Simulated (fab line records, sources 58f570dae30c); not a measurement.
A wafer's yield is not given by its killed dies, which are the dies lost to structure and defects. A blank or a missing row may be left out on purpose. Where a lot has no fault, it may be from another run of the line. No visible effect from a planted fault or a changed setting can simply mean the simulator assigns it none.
One fault seen from 2 desks    flow berkeley-cmos170    numbers are kept per desk, each desk with only its own; the story behind them comes last

== FROM THE METROLOGY DESK ==
Means of the sampled wafers that have a number, per lot and without regard to the tool the lot ran on: this is what the gauges read. Any lot whose mean is over 4 standard deviations away from the usual mean is out of limits and marked OUT; that distance is given in the brackets.
Columns: A = M1_AL_THK at UCB170_M1_THK_MEAS_02, usual 598 nm; B = cd-nm at UCB170_M1_CD_MEAS_90, usual 698.9 nm; C = V1_POLISHED_THK at UCB170_V1_THK_MEAS_04, usual 999.3 nm
lot   first seen here  A    B                 C
L769  day 7 08:27      596  697.0             999.6
L766  day 7 08:46      599  697.0             1000.9
L768  day 7 10:08      598  704.8             999.3
L770  day 8 12:25      588  697.7             997.8
L772  day 8 15:12      593  700.5             999.0
L771  day 8 15:34      597  696.3             999.4
L775  day 8 23:26      594  700.4             999.2
L774  day 9 01:46      607  698.2             1000.0
L779  day 10 02:01     594  698.7             998.1
L777  day 10 02:48     595  691.6             999.3
L781  day 10 05:04     592  691.7             1001.2
L785  day 10 15:46     596  696.2             999.4
L783  day 10 16:48     597  680.8 (-6.3) OUT  999.5
L786  day 11 06:30     610  701.3             999.0
L787  day 11 17:00     605  698.1             998.2
This desk's verdict: out of limits on L783, starting with L783 at day 10 19:47 (cd-nm at UCB170_M1_CD_MEAS_90). L769, L766, L768, L770, L772, L771, L775, L774, L779, L777, L781, L785, L786, L787 stayed within limits.

== DESK OF THE TOOL OWNER: rie-metal-03 ==
The tool's own readings at UCB170_M1_METAL_ETCH_12 (etches Al in Cl2/BCl3, stops on PSG, target depth 780 nm, time 130 s): means of the sampled wafers that have a number, for each lot that ran on this tool. Any lot whose mean is over 4 standard deviations away from the usual mean is out of limits and marked OUT; that distance is given in the brackets.
Columns: A = drypump-motor-current-A at UCB170_M1_METAL_ETCH_12, usual 5.8 A; B = oes-product-au at UCB170_M1_METAL_ETCH_12, usual 0.860 a.u.; C = run-length-s at UCB170_M1_METAL_ETCH_12, usual 158.5 s; D = throttle-valve-pct at UCB170_M1_METAL_ETCH_12, usual 24.44 %
lot   first seen here  A    B                 C                        D
L769  day 7 09:32      5.6  0.861             158.5                    24.54
L770  day 8 14:19      5.5  0.854             158.7                    24.53
L779  day 10 04:23     5.6  0.858             158.4                    24.55
L777  day 10 05:12     5.5  0.797 (-4.5) OUT  188.3 (+74) OUT          24.56
L781  day 10 06:24     5.5  0.792 (-4.9) OUT  188.5 (+75) OUT          24.55
L783  day 10 19:32     5.6  0.735 (-9.0) OUT  217.7 (+99 or more) OUT  24.61
This desk's verdict: out of limits on L777, L781, L783, starting with L777 at day 10 05:12 (oes-product-au at UCB170_M1_METAL_ETCH_12). L769, L770, L779 stayed within limits.

== ALL TOGETHER ==
An alarm could have come from the tool owner's desk at day 10 05:12, on L777, L781, L783.
L783 would have let the metrology desk raise an alarm at day 10 19:47.
The metrology desk holds a record of L777, L781, inside its limits.
Every lot named ran UCB170_M1_METAL_ETCH_12 on rie-metal-03.

== WHAT HAD BEEN PUT IN BY THE SIMULATOR ==
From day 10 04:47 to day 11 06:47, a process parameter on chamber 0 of rie-metal-03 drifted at UCB170_M1_METAL_ETCH_12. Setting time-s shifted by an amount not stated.
Lots struck among those shown: L777, L781, L783.
Counting hours from when the fault started, the first reading out of limits came at 0 for the tool owner's desk and at 15 for the metrology desk.
